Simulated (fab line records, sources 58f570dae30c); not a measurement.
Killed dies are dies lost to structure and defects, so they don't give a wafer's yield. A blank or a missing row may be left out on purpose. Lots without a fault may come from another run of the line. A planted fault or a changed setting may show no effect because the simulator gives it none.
Which tool did it? | flow berkeley_cmos170 | 7 lots, 21 wafers sampled, at 3 steps of a route of 331

WHAT THE GAUGES READ, wafer by wafer
UCB170_SILICIDE_RS_MEAS_02: measures by four-point-probe.
lot  | measured     | on            | SILICIDE_TI_RS (ohm/sq)
L699 | day 8 20:25  | film_metro-02 | 25.5 25.5 25.4
L701 | day 8 22:16  | film_metro-02 | 26.0 26.0 26.3
L709 | day 9 17:25  | film_metro-02 | 20.9 21.1 21.1
L707 | day 10 07:56 | film_metro-02 | 26.2 26.2 25.9
L718 | day 11 14:40 | film_metro-02 | 26.3 26.3 26.0
L717 | day 11 15:21 | film_metro-02 | 26.3 26.6 27.0
L719 | day 12 16:35 | film_metro-03 | 26.0 26.2 26.2

WHICH TOOL RAN EACH LOT (tool, then ch and the chambers of the sampled wafers, then the start)
lot  | UCB170_SDANNEAL_RTA_01           | UCB170_SILICIDE_SPUTTER_01
L699 | rtp_anneal-01 ch 0, day 8 19:46  | pvd_sputter-04, day 8 20:22
L701 | rtp_anneal-02 ch 0, day 8 21:20  | pvd_sputter-04, day 8 22:14
L709 | rtp_anneal-01 ch 0, day 9 16:47  | pvd_sputter-02, day 9 17:23
L707 | rtp_anneal-02 ch 0, day 10 07:17 | pvd_sputter-01, day 10 07:53
L718 | rtp_anneal-02 ch 0, day 11 13:49 | pvd_sputter-04, day 11 14:25
L717 | rtp_anneal-01 ch 0, day 11 14:43 | pvd_sputter-04, day 11 15:19
L719 | rtp_anneal-01 ch 0, day 12 15:54 | pvd_sputter-01, day 12 16:34
- UCB170_SDANNEAL_RTA_01: time 5 s.
- UCB170_SILICIDE_SPUTTER_01: material Ti, target thk 30 nm, time 25 s.

THE ANSWER, worked out from the rows above alone
Rule: what is usual is taken from the lots themselves. Put in order of their means at a reading, lots are off if they are a third of the lots or fewer, leave a main group of 4 or more, and stand apart from it by a gap of 3 or more times the standard deviation of the main group's means; of several such gaps the widest counts. A main group whose means are all the same, to the digits that the tables above print for the reading, isn't used. A lot without any number at a reading at which 4 lots or more have one is off too. The other lots that the step has rows for count as sound.
Off: L709, at UCB170_SILICIDE_RS_MEAS_02 (SILICIDE_TI_RS). The main group: mean 26.1 ohm/sq, standard deviation 0.34.
A tool fits if, at a process step before that reading, it ran every lot that is off, and no sound lot after the first of them. The gauges at UCB170_SILICIDE_RS_MEAS_02 are tried like those tools. One fits: pvd_sputter-02 at UCB170_SILICIDE_SPUTTER_01. It ran no sound lot before its first lot that is off in this sample, so the start can't be narrowed down.

WHAT THE SIMULATOR HAD PUT IN
Process parameter drift: pvd_sputter-02, from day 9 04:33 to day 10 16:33, at UCB170_SILICIDE_SPUTTER_01. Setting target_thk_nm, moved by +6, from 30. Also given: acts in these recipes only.
Lots struck among those shown: L709. The rule above found the same.
